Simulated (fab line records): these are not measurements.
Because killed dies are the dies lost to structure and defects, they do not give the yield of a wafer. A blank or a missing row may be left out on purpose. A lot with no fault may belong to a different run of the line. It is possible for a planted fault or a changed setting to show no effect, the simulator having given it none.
fab line records	flow rit_cmos
record: lots: 6	wafers: 18	last_day: 7
route steps=202 shown REOX@99 NLDD@103 PLDD@114 SPACER@125 NSD@131 M1@202
lots that met no fault: from a run of the same line without faults
start_h: start of the lot's first displayed wafer, in hours after the record's first day	wait_h: hours from the lot's prior step to this one	" as in the row above	L1.1+2: a row that stands for several wafers	- no value, or no start was given	* or withheld: withheld	< > ~ a bound
route shown NAME@n: a module of which the file shows steps, and the number in the route of the first	usual: mean/standard deviation taken from wafers without a fault	same: alike in all rows	chamber/n: place in a boat	sites: readings site by site	_std_site: standard deviation of those values	_edge_site: outer sites' mean less inner sites'	radius_mm: how far each site lies from the wafer's centre	mask NAME#n: copy n	behind: tool/chamber where the wafer was last shaped	hold: cause of the lot's hold/its duration in hours/its outcome	device: which transistor (n, p or np) failed to switch	end of line: the route-end tests of the same wafers	a step with no rows: only its recipe	killed: not the wafer's yield, but the dies lost to structure and defects at the first sort	map: a wafer's dies, x killed, . not, _ none there
set.NAME: the run value of the setting; set.NAME@STEP: its run value at that earlier step	model.NAME: the simulator's own value behind a step, which no gauge read
lots at selected steps of the route; one table per step, one row per wafer
services: the hour from which a tool's chamber was out of use, counted from the record's first day as start_h (under 0 if before that day), plus the number of hours and why
== steps ==
step: RIT_REOX_CLEAN_01
recipe: chemistry: dHF	dilution: 50:1	time_s: 30
step: RIT_REOX_CLEAN_02
recipe: chemistry: SC2	mix: 3:3:50	time_s: 600	temp_c: 75	dry: n2_spin
step: RIT_REOX_OXIDATION_03
recipe: temp_c: 900	ambient: O2	target_thk_a: 252	ox_time_s: 5580
step: RIT_REOX_THK_MEAS_04
recipe: reads: SiO2_of_REOX_OXIDATION_03
usual: REOX_OXIDE_THK: 25.3/0.42
lot.wafer	tool	chamber	start_h	wait_h	REOX_OXIDE_THK[nm]
L149.1	film_metro-03	-	85.58	0.0	25.4
L149.2	"	-	"	"	25.6
L149.6	"	-	"	"	25.0
L152.2	film_metro-02	-	105.87	0.0	25.5
L152.3	"	-	"	"	25.5
L152.6	"	-	"	"	25.3
L156.1	film_metro-04	-	126.47	0.0	24.9
L156.2	"	-	"	"	25.5
L156.6	"	-	"	"	25.7
L161.1	film_metro-02	-	147.36	0.0	25.5
L161.4	"	-	"	"	25.3
L161.6	"	-	"	"	25.7
L162.1	film_metro-03	-	155.77	0.0	25.6
L162.2	"	-	"	"	25.8
L162.3	"	-	"	"	25.5
L163.2	film_metro-04	-	160.26	0.0	25.4
L163.4	"	-	"	"	25.1
L163.5	"	-	"	"	25.4
step: RIT_NLDD_HMDS_00
recipe: prime_time_s: 60	prime_temp_c: 140
step: RIT_NLDD_COAT_01
recipe: resist: NOVOLAK	spin_rpm: 3250	resist_thk_nm: 1000
step: RIT_NLDD_SOFTBAKE_02
recipe: resist: NOVOLAK	temp_c: 90	time_s: 60
step: RIT_NLDD_EXPOSE_03
recipe: mask_id: M7	na: 0.57	target_cd_nm: 40700	dose_mj: 250
step: RIT_NLDD_PEB_04
recipe: resist: NOVOLAK	temp_c: withheld	time_s: withheld
step: RIT_NLDD_DEVELOP_05
recipe: resist: NOVOLAK	develop_time_s: 50	dev_temp_c: 23
step: RIT_NLDD_OVL_MEAS_06
usual: NLDD_OVL: -1.0/1.4
lot.wafer	tool	chamber	start_h	wait_h	NLDD_OVL[nm]
L149.1	overlay-01	-	86.49	-	-2.6
L149.2	"	-	"	"	-1.8
L149.6	"	-	"	"	-1.5
L152.2	overlay-02	-	106.77	-	0.4
L152.3	"	-	"	"	0.5
L152.6	"	-	"	"	-0.8
L156.1	overlay-02	-	127.51	-	0.2
L156.2	"	-	"	"	-1.2
L156.6	"	-	"	"	-2.1
L161.1	overlay-01	-	148.40	-	1.0
L161.4	"	-	"	"	0.9
L161.6	"	-	"	"	-0.8
L162.1	overlay-01	-	156.81	-	-4.2
L162.2	"	-	"	"	-1.3
L162.3	"	-	"	"	-2.5
L163.2	overlay-02	-	161.36	-	-4.7
L163.4	"	-	"	"	-2.0
L163.5	"	-	"	"	-3.1
step: RIT_NLDD_HARDBAKE_07
recipe: resist: NOVOLAK	temp_c: 140	time_s: 60
step: RIT_NLDD_IMPLANT_08
recipe: species: P	energy_kev: 20	dose_cm2: 5e+14	tilt_deg: 7
usual: dose_ions_cm2: 5e+14/5.9e+11	end_station_pressure_torr: 6.3e-06/3e-07	faraday_current_uA: 1576/35
lot.wafer	tool	chamber	start_h	wait_h	dose_ions_cm2	end_station_pressure_torr	faraday_current_uA
L149.1	implanter-04	0	86.67	0.1	5e+14	6.6e-06	1591
L149.2	"	0	"	"	4.997e+14	6.4e-06	1626
L149.6	"	0	"	"	4.995e+14	6.1e-06	1586
L152.2	implanter-02	0	106.98	0.1	4.998e+14	6.3e-06	1624
L152.3	"	0	"	"	4.997e+14	6.9e-06	1565
L152.6	"	0	"	"	4.999e+14	5.8e-06	1540
L156.1	implanter-01	0	127.69	0.1	5.007e+14	6.4e-06	1553
L156.2	"	0	"	"	5.012e+14	5.9e-06	1565
L156.6	"	0	"	"	4.999e+14	6.5e-06	1539
L161.1	implanter-01	0	148.59	0.1	7.106e+14	6.2e-06	2250
L161.4	"	0	"	"	7.11e+14	7.3e-06	2259
L161.6	"	0	"	"	7.105e+14	6.8e-06	2291
L162.1	implanter-02	0	156.99	0.1	4.993e+14	6.2e-06	1565
L162.2	"	0	"	"	4.989e+14	6.4e-06	1575
L162.3	"	0	"	"	4.989e+14	5.9e-06	1606
L163.2	implanter-01	0	161.57	0.1	7.103e+14	6.5e-06	2173
L163.4	"	0	"	"	7.1e+14	6.7e-06	2246
L163.5	"	0	"	"	7.101e+14	6.4e-06	2261
step: RIT_NLDD_STRIP_09
recipe: chemistry: O2	time_s: 180	resist: NOVOLAK	platen_temp_c: withheld	power_w: 500	pressure_mtorr: 4000	o2_flow_sccm: 4000
usual: drypump_motor_current_A: 5.9/0.44
lot.wafer	tool	chamber	start_h	wait_h	drypump_motor_current_A	rf_hours_counter_h
L149.1	plasma_asher-02	0	86.82	0.1	6.1	45
L149.2	"	1	"	"	5.3	45
L149.6	"	1	"	"	5.2	-
L152.2	plasma_asher-01	1	107.10	0.1	5.7	29
L152.3	"	0	"	"	5.6	-
L152.6	"	0	"	"	5.6	-
L156.1	plasma_asher-01	1	127.84	0.1	5.6	31
L156.2	"	0	"	"	5.6	31
L156.6	"	1	"	"	5.7	-
L161.1	plasma_asher-04	0	148.74	0.1	6.3	51
L161.4	"	0	"	"	6.3	-
L161.6	"	0	"	"	6.3	-
L162.1	plasma_asher-01	0	157.14	0.1	5.6	34
L162.2	"	1	"	"	5.6	34
L162.3	"	1	"	"	5.7	-
L163.2	plasma_asher-04	1	161.69	0.1	6.7	53
L163.4	"	1	"	"	6.6	-
L163.5	"	1	"	"	6.6	-
step: RIT_NLDD_TW_MEAS_10
usual: NLDD_TW: 2489/22
lot.wafer	tool	chamber	start_h	wait_h	NLDD_TW
L149.1	film_metro-01	-	87.00	0.1	2475
L149.2	"	-	"	"	2495
L149.6	"	-	"	"	2487
L152.2	film_metro-01	-	107.29	0.1	2474
L152.3	"	-	"	"	2475
L152.6	"	-	"	"	2470
L156.1	film_metro-03	-	128.02	0.1	2483
L156.2	"	-	"	"	2496
L156.6	"	-	"	"	2494
L161.1	film_metro-03	-	148.91	0.1	2725
L161.4	"	-	"	"	2708
L161.6	"	-	"	"	2733
L162.1	film_metro-03	-	157.32	0.1	2498
L162.2	"	-	"	"	2495
L162.3	"	-	"	"	2491
L163.2	film_metro-03	-	161.88	0.1	2738
L163.4	"	-	"	"	2722
L163.5	"	-	"	"	2727
step: RIT_PLDD_HMDS_00
recipe: prime_time_s: 60	prime_temp_c: 140
step: RIT_PLDD_COAT_01
recipe: resist: NOVOLAK	spin_rpm: 3250	resist_thk_nm: 1000
step: RIT_PLDD_SOFTBAKE_02
recipe: resist: NOVOLAK	temp_c: 90	time_s: 60
step: RIT_PLDD_EXPOSE_03
recipe: mask_id: M8	na: 0.57	target_cd_nm: 40900	dose_mj: 250
step: RIT_PLDD_PEB_04
recipe: resist: NOVOLAK	temp_c: withheld	time_s: withheld
step: RIT_PLDD_DEVELOP_05
recipe: resist: NOVOLAK	develop_time_s: 50	dev_temp_c: 23
step: RIT_PLDD_OVL_MEAS_06
usual: PLDD_OVL: 0.7/1.5
lot.wafer	tool	chamber	start_h	wait_h	PLDD_OVL[nm]
L149.1	overlay-01	-	88.03	-	1.8
L149.2	"	-	"	"	-0.5
L149.6	"	-	"	"	2.3
L152.2	overlay-01	-	108.19	-	-1.1
L152.3	"	-	"	"	-1.2
L152.6	"	-	"	"	-0.3
L156.1	overlay-02	-	129.14	-	-2.6
L156.2	"	-	"	"	-1.6
L156.6	"	-	"	"	-1.3
L161.1	overlay-01	-	149.95	-	0.0
L161.4	"	-	"	"	-1.5
L161.6	"	-	"	"	-0.2
L162.1	overlay-01	-	158.23	-	2.1
L162.2	"	-	"	"	1.0
L162.3	"	-	"	"	2.1
L163.2	overlay-01	-	162.91	-	0.3
L163.4	"	-	"	"	-0.3
L163.5	"	-	"	"	1.9
step: RIT_PLDD_HARDBAKE_07
recipe: resist: NOVOLAK	temp_c: 140	time_s: 60
step: RIT_PLDD_IMPLANT_08
recipe: species: BF2	energy_kev: 20	dose_cm2: 9e+14	tilt_deg: 7
step: RIT_PLDD_STRIP_09
recipe: chemistry: O2	time_s: 180	resist: NOVOLAK	platen_temp_c: withheld	power_w: 500	pressure_mtorr: 4000	o2_flow_sccm: 4000
usual: drypump_motor_current_A: 6.0/0.47
lot.wafer	tool	chamber	start_h	wait_h	drypump_motor_current_A	rf_hours_counter_h
L149.1	plasma_asher-02	0	88.37	0.1	6.1	46
L149.2	"	1	"	"	5.2	46
L149.6	"	0	"	"	6.1	-
L152.2	plasma_asher-03	0	108.52	0.1	6.0	46
L152.3	"	0	"	"	6.0	-
L152.6	"	1	"	"	5.7	-
L156.1	plasma_asher-02	1	129.47	0.1	5.2	1
L156.2	"	0	"	"	6.1	1
L156.6	"	0	"	"	6.1	-
L161.1	plasma_asher-04	1	150.28	0.1	6.7	51
L161.4	"	1	"	"	6.7	-
L161.6	"	0	"	"	6.3	-
L162.1	plasma_asher-04	1	158.56	0.1	6.7	52
L162.2	"	0	"	"	6.3	52
L162.3	"	1	"	"	6.7	-
L163.2	plasma_asher-02	0	163.24	0.1	6.1	5
L163.4	"	1	"	"	5.3	-
L163.5	"	0	"	"	6.0	-
step: RIT_PLDD_TW_MEAS_10
usual: PLDD_TW: 2330/18
lot.wafer	tool	chamber	start_h	wait_h	PLDD_TW
L149.1	film_metro-02	-	88.54	0.1	2320
L149.2	"	-	"	"	2313
L149.6	"	-	"	"	2340
L152.2	film_metro-02	-	108.71	0.1	2299
L152.3	"	-	"	"	2309
L152.6	"	-	"	"	2301
L156.1	film_metro-02	-	129.65	0.1	2337
L156.2	"	-	"	"	2306
L156.6	"	-	"	"	2317
L161.1	film_metro-03	-	150.46	0.1	2348
L161.4	"	-	"	"	2357
L161.6	"	-	"	"	2355
L162.1	film_metro-01	-	158.74	0.1	2328
L162.2	"	-	"	"	2332
L162.3	"	-	"	"	2333
L163.2	film_metro-01	-	163.42	0.1	2329
L163.4	"	-	"	"	2318
L163.5	"	-	"	"	2323
step: RIT_SPACER_CLEAN_00
recipe: chemistry: SC1	mix: 3:3:50	time_s: 600	temp_c: 75
step: RIT_SPACER_CLEAN_01
recipe: chemistry: dHF	dilution: 50:1	time_s: 30
step: RIT_SPACER_CLEAN_02
recipe: chemistry: SC2	mix: 3:3:50	time_s: 600	temp_c: 75	dry: n2_spin
step: RIT_SPACER_CVD_03
recipe: material: Si3N4	target_thk_nm: 250	temp_c: 810	precursor: SiH2Cl2/NH3	time_s: 3300	pressure_mtorr: 300	sih2cl2_flow_sccm: 60	nh3_flow_sccm: 150
step: RIT_SPACER_THK_MEAS_04
recipe: reads: Si3N4_of_SPACER_CVD_03
usual: SPACER_NITRIDE_THK: 249.4/2.5
lot.wafer	tool	chamber	start_h	wait_h	SPACER_NITRIDE_THK[nm]
L149.1	film_metro-04	-	90.89	0.0	245.1
L149.2	"	-	"	"	246.1
L149.6	"	-	"	"	243.7
L152.2	film_metro-04	-	111.26	0.0	251.0
L152.3	"	-	"	"	251.0
L152.6	"	-	"	"	251.1
L156.1	film_metro-01	-	132.95	0.0	248.5
L156.2	"	-	"	"	248.4
L156.6	"	-	"	"	246.0
L161.1	film_metro-01	-	152.83	0.0	252.6
L161.4	"	-	"	"	251.5
L161.6	"	-	"	"	251.3
L162.1	film_metro-01	-	161.26	0.0	249.8
L162.2	"	-	"	"	249.6
L162.3	"	-	"	"	249.2
L163.2	film_metro-01	-	166.91	0.0	250.2
L163.4	"	-	"	"	249.8
L163.5	"	-	"	"	249.4
step: RIT_SPACER_ETCHBACK_05
recipe: target_depth_a: 2500	SF6_flow_sccm: 30	CHF3_flow_sccm: 30	target: Si3N4	chemistry: SF6/CHF3	pressure_mtorr: 40	rf_w: 250	time_s: 240	stop_on: SiO2
usual: drypump_motor_current_A: 5.7/0.4	oes_product_au: 0.844/0.015	throttle_valve_pct: 10.33/0.19
lot.wafer	tool	chamber	start_h	wait_h	drypump_motor_current_A	oes_product_au	rf_hours_counter_h	throttle_valve_pct
L149.1	rie_diel-03	1	90.95	0.1	5.5	0.821	64	10.42
L149.2	"	2	"	"	5.1	0.839	142	10.27
L149.6	"	0	"	"	6.1	0.829	-	10.40
L152.2	rie_diel-02	2	111.31	0.0	6.7	0.868	159	10.42
L152.3	"	0	"	"	5.7	0.832	0	10.53
L152.6	"	2	"	"	6.6	0.871	-	10.40
L156.1	rie_diel-02	0	133.01	0.1	5.7	0.821	1	10.53
L156.2	"	3	"	"	5.4	0.855	93	10.39
L156.6	"	0	"	"	5.7	0.823	-	10.53
L161.1	rie_diel-02	2	152.89	0.1	6.6	0.836	0	10.41
L161.4	"	1	"	"	5.5	0.858	55	10.45
L161.6	"	1	"	"	5.5	0.868	-	10.45
L162.1	rie_diel-01	1	161.32	0.1	5.6	0.845	1	10.50
L162.2	"	0	"	"	5.2	0.821	121	10.34
L162.3	"	2	"	"	6.0	0.833	49	10.46
L163.2	rie_diel-02	3	166.96	0.0	5.4	0.861	94	10.37
L163.4	"	2	"	"	6.6	0.831	0	10.41
L163.5	"	2	"	"	6.6	0.834	-	10.42
step: RIT_NSD_HMDS_00
recipe: prime_time_s: 60	prime_temp_c: 140
step: RIT_NSD_COAT_01
recipe: resist: NOVOLAK	spin_rpm: 3250	resist_thk_nm: 1000
step: RIT_NSD_SOFTBAKE_02
recipe: resist: NOVOLAK	temp_c: 90	time_s: 60
step: RIT_NSD_EXPOSE_03
recipe: mask_id: M9	na: 0.57	target_cd_nm: 40700	dose_mj: 250
step: RIT_NSD_PEB_04
recipe: resist: NOVOLAK	temp_c: withheld	time_s: withheld
step: RIT_NSD_DEVELOP_05
recipe: resist: NOVOLAK	develop_time_s: 50	dev_temp_c: 23
step: RIT_NSD_OVL_MEAS_06
usual: NSD_OVL: -1.1/1.3
lot.wafer	tool	chamber	start_h	wait_h	NSD_OVL[nm]
L149.1	overlay-01	-	91.95	-	0.9
L149.2	"	-	"	"	-0.1
L149.6	"	-	"	"	-1.3
L152.2	overlay-01	-	112.43	-	0.5
L152.3	"	-	"	"	1.2
L152.6	"	-	"	"	0.8
L156.1	overlay-01	-	134.13	-	-1.1
L156.2	"	-	"	"	-0.9
L156.6	"	-	"	"	0.1
L161.1	overlay-01	-	154.02	-	-0.2
L161.4	"	-	"	"	-2.1
L161.6	"	-	"	"	-0.2
L162.1	overlay-02	-	162.52	-	-2.7
L162.2	"	-	"	"	-2.1
L162.3	"	-	"	"	-1.1
L163.2	overlay-01	-	168.09	-	0.2
L163.4	"	-	"	"	1.1
L163.5	"	-	"	"	0.3
step: RIT_NSD_HARDBAKE_07
recipe: resist: NOVOLAK	temp_c: 140	time_s: 60
step: RIT_NSD_IMPLANT_08
recipe: species: P	energy_kev: 25	dose_cm2: 1e+15	tilt_deg: 7
step: RIT_NSD_STRIP_09
recipe: chemistry: O2	time_s: 180	resist: NOVOLAK	platen_temp_c: withheld	power_w: 500	pressure_mtorr: 4000	o2_flow_sccm: 4000
usual: drypump_motor_current_A: 6.0/0.38
lot.wafer	tool	chamber	start_h	wait_h	drypump_motor_current_A	rf_hours_counter_h
L149.1	plasma_asher-03	1	92.29	0.1	5.7	45
L149.2	"	0	"	"	6.0	45
L149.6	"	0	"	"	6.0	-
L152.2	plasma_asher-04	0	112.76	0.1	6.3	47
L152.3	"	0	"	"	6.3	-
L152.6	"	0	"	"	6.3	-
L156.1	plasma_asher-01	0	134.47	0.1	5.7	31
L156.2	"	1	"	"	5.7	31
L156.6	"	0	"	"	5.6	-
L161.1	plasma_asher-04	0	154.35	0.1	6.3	52
L161.4	"	1	"	"	6.7	-
L161.6	"	1	"	"	6.7	-
L162.1	plasma_asher-04	0	162.85	0.1	6.3	53
L162.2	"	1	"	"	6.7	53
L162.3	"	1	"	"	6.7	-
L163.2	plasma_asher-03	1	168.42	0.1	5.7	53
L163.4	"	0	"	"	6.0	-
L163.5	"	1	"	"	5.7	-
step: RIT_SDANNEAL_RS_MEAS_07
recipe: thk_meas_gauge: four-point-probe
usual: NLDD_RS: 151.6/0.48
lot.wafer	tool	chamber	start_h	wait_h	NLDD_RS[ohm/sq]
L149.1	film_metro-02	-	94.82	0.1	152.1
L149.2	"	-	"	"	151.7
L149.6	"	-	"	"	151.4
L152.2	film_metro-03	-	115.62	0.1	151.5
L152.3	"	-	"	"	151.0
L152.6	"	-	"	"	151.1
L156.1	film_metro-03	-	136.94	0.1	152.2
L156.2	"	-	"	"	152.2
L156.6	"	-	"	"	152.1
L161.1	film_metro-03	-	156.83	0.1	114.2
L161.4	"	-	"	"	114.4
L161.6	"	-	"	"	114.2
L162.1	film_metro-03	-	165.42	0.1	151.4
L162.2	"	-	"	"	152.2
L162.3	"	-	"	"	152.3
L163.2	film_metro-01	-	171.21	0.1	114.2
L163.4	"	-	"	"	114.0
L163.5	"	-	"	"	113.8
step: RIT_M1_PROBE_99
usual: killed_at_contacts: 0.1/0.23	killed_at_front_end: 7/3.1	killed_dies: 7/3.1	killed_open: 3.3/2	killed_short: 3.6/1.9
same: gross_dies: 264	killed_at_M0_to_M3: 0	killed_at_M4_up: 0	killed_at_back_side: 0	killed_at_other: 0
lot.wafer	tool	chamber	start_h	wait_h	killed_at_contacts	killed_at_front_end	killed_dies	killed_open	killed_short	model.etest.nmos_0p3.r_on_ohm_um	model.etest.nmos_0p15.r_on_ohm_um	model.etest.nldd.rs_ohm_sq	model.etest.nmos_turned.drive_ua_um	model.etest.nmos_0p15.drive_ua_um	model.etest.nldd.line_ohm_um	model.etest.nmos_0p15.swing_mv_dec	model.etest.nmos_0p15.off_log10_a_um
L149.1	prober-02	-	102.26	0.1	0	4	4	2	2	2166	1160	399.3	322.4	480.5	123.9	85.93	-9.842
L149.2	prober-02	-	102.31	0.1	0	4	4	2	2	2139	1149	400.4	316.9	471.7	125.5	85.32	-10.25
L149.6	prober-02	-	102.51	0.2	0	11	11	7	4	2131	1150	386.3	333.3	481.5	122.4	85.52	-9.964
L152.2	prober-01	-	122.77	0.1	0	0	0	0	0	2125	1112	376.4	338.5	490.5	119.7	85.53	-9.768
L152.3	prober-01	-	122.82	0.2	0	11	11	8	3	2107	1053	371.5	338.1	484.3	118.1	86.38	-9.841
L152.6	prober-01	-	122.97	0.2	0	4	4	4	0	2141	1108	372.9	344.7	487.9	118.3	85.95	-9.63
L156.1	prober-01	-	144.25	0.1	0	7	7	2	5	2113	1111	370.3	336.8	475.6	115.9	85.47	-10.04
L156.2	prober-01	-	144.30	0.1	0	2	2	1	1	2176	1165	381.4	315.6	463.1	120.7	85.55	-10.02
L156.6	prober-01	-	144.50	0.2	0	6	6	1	5	2115	1114	389.1	319.9	477.3	122.1	84.96	-10.07
L161.1	prober-02	-	163.84	0.1	0	11	11	4	7	1962	950.1	265.8	424.6	537.9	83.1	86.34	-9.089
L161.4	prober-02	-	163.99	0.2	0	11	11	5	6	1984	972.9	264.8	418.8	531.7	84.47	86.79	-9.095
L161.6	prober-02	-	164.09	0.2	0	6	6	3	3	1933	959.9	268.6	418.8	537.3	85.66	85.95	-9.068
L162.1	prober-01	-	172.97	0.1	0	7	7	3	4	2128	1100	376.6	322.7	473.3	119.4	86.03	-9.861
L162.2	prober-01	-	173.02	0.1	0	9	9	5	4	2197	1154	380.9	311.5	462.5	120.8	85.68	-10.25
L162.3	prober-01	-	173.07	0.2	1	4	5	4	1	2152	1124	380.2	321.8	472.4	118.5	85.94	-9.904
L163.2	prober-01	-	178.72	0.1	0	4	4	4	0	1958	959.1	286.5	410.4	530.1	91.02	86.98	-9.12
L163.4	prober-01	-	178.82	0.2	0	9	9	5	4	1990	963.5	282	409.9	530.8	88.11	87.77	-8.829
L163.5	prober-01	-	178.87	0.2	0	5	5	4	1	1985	995.8	286.9	397.2	511.6	89.5	86.94	-9.416
killed by level:class
L149.1 GATE:geometric_particle:short=1 REOX:geometric_particle:open=1 SPACER:geometric_particle:open=1 SILICIDE:geometric_particle:short=1
L149.2 GATE:geometric_particle:short=2 FOX2:geometric_particle:open=1 SILICIDE:geometric_particle:open=1
L149.6 SILICIDE:geometric_particle:open=4 REOX:geometric_particle:short=2 FOX1:geometric_particle:short=1 FOX1:geometric_particle:open=1 GATE:geometric_particle:short=1 GATE:geometric_particle:open=1 SPACER:geometric_particle:open=1
L152.3 REOX:geometric_particle:open=3 GATE:geometric_particle:open=2 SILICIDE:geometric_particle:open=2 SILICIDE:geometric_particle:short=2 FOX1:geometric_particle:open=1 GATE:geometric_particle:short=1
L152.6 SILICIDE:geometric_particle:open=2 FOX1:geometric_particle:open=1 REOX:geometric_particle:open=1
L156.1 GATE:geometric_particle:short=3 FOX2:geometric_particle:open=1 FOX2:geometric_particle:short=1 REOX:geometric_particle:open=1 SPACER:geometric_particle:short=1
L156.2 REOX:geometric_particle:short=1 SILICIDE:geometric_particle:open=1
L156.6 GATE:geometric_particle:short=2 ACTIVE:geometric_particle:short=1 FOX1:geometric_particle:short=1 GATE:geometric_particle:open=1 SPACER:geometric_particle:short=1
L161.1 GATE:geometric_particle:open=2 GATE:geometric_particle:short=2 FOX1:geometric_particle:short=1 FOX2:geometric_particle:short=1 REOX:geometric_particle:short=1 REOX:geometric_particle:open=1 SPACER:geometric_particle:short=1 SILICIDE:geometric_particle:open=1
L161.4 GATE:geometric_particle:open=3 FOX1:geometric_particle:open=2 GATE:geometric_particle:short=2 FOX1:geometric_particle:short=1 FOX2:geometric_particle:short=1 SPACER:geometric_particle:short=1 SILICIDE:geometric_particle:short=1
L161.6 GATE:geometric_particle:open=2 FOX1:geometric_particle:short=1 FOX2:geometric_particle:short=1 FOX2:geometric_particle:open=1 SPACER:geometric_particle:short=1
L162.1 REOX:geometric_particle:short=3 GATE:geometric_particle:open=2 FOX1:geometric_particle:short=1 FOX2:geometric_particle:open=1
L162.2 GATE:geometric_particle:open=4 FOX1:geometric_particle:short=1 FOX2:geometric_particle:short=1 REOX:geometric_particle:short=1 SPACER:geometric_particle:open=1 SILICIDE:geometric_particle:short=1
L162.3 GATE:geometric_particle:open=3 GATE:geometric_particle:short=1 CONTACT:geometric_particle:open=1
L163.2 GATE:geometric_particle:open=2 SPACER:geometric_particle:open=1 SILICIDE:geometric_particle:open=1
L163.4 SPACER:geometric_particle:short=2 GATE:geometric_particle:open=2 GATE:geometric_particle:short=2 SILICIDE:geometric_particle:open=2 FOX1:geometric_particle:open=1
L163.5 GATE:geometric_particle:open=2 REOX:geometric_particle:open=2 SPACER:geometric_particle:short=1
== services ==
tool	chamber	start_h	hours	kind
rie_diel-02	1	77.89	7.6	repair
rie_diel-01	-	80.40	0.5	repair
plasma_asher-04	-	82.67	4.3	pm
rie_diel-01	1	90.89	4.3	repair
plasma_asher-03	-	92.75	3.4	repair
rie_diel-03	0	94.63	17.8	repair
rie_diel-01	1	95.66	-	clean
implanter-04	-	99.05	1.7	repair
plasma_asher-04	-	100.14	10.0	pm
plasma_asher-01	-	102.78	0.8	repair
implanter-04	-	107.57	3.0	repair
plasma_asher-02	-	108.75	9.0	pm
plasma_asher-02	0	108.75	9.0	vent_cycle
plasma_asher-02	1	108.75	9.0	vent_cycle
rie_diel-02	2	111.65	-	clean
rie_diel-02	2	111.65	29.0	scheduled_down
rie_diel-02	2	111.65	29.0	vent_cycle
plasma_asher-02	0	117.75	-	clean
plasma_asher-02	1	117.75	-	clean
rie_diel-03	2	123.99	8.1	repair
rie_diel-02	1	136.15	6.4	repair
plasma_asher-04	-	145.66	1.5	repair
plasma_asher-03	-	150.50	1.7	repair
rie_diel-02	3	157.76	4.2	repair
== key ==
first_sign: step: RIT_NLDD_IMPLANT_08	reading: dose_ions_cm2	direction: up	sigmas: 99+	usual: 5e+14	struck: 7.104e+14
effect: step: RIT_NLDD_IMPLANT_08	reading: faraday_current_uA	direction: up	sigmas: 19	usual: 1576	struck: 2247
effect: step: RIT_NLDD_TW_MEAS_10	reading: NLDD_TW	direction: up	sigmas: 11	usual: 2489	struck: 2726
effect: step: RIT_SDANNEAL_RS_MEAS_07	reading: NLDD_RS	direction: down	sigmas: 78	usual: 151.6	struck: 114.1
model_effect: step: RIT_M1_PROBE_99	value: etest.nmos_0p3.r_on_ohm_um	without: 2119	struck: 1969
met_at RIT_NLDD_IMPLANT_08
struck_wafers L161.1,L161.4,L161.6,L163.2,L163.4,L163.5
tester_left_out L161,L163
onset_between 127.69 148.59
fault: kind: process_parameter_drift	tool: implanter-01	chamber: -	onset_h: 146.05	steps: RIT_NLDD_IMPLANT_08	channel: dose_cm2	offset: 2.1e+14	shape: step	end_h: 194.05	acts_in: these_recipes_only	stated: 5e+14
tester_left_out: of these lots the tester's yield and bins aren't shown, on N5 and GAA mostly nor the transistor test; their killed dies are dies lost to structure and defects alone, not to doping, threshold or leakage, so they don't give the yield
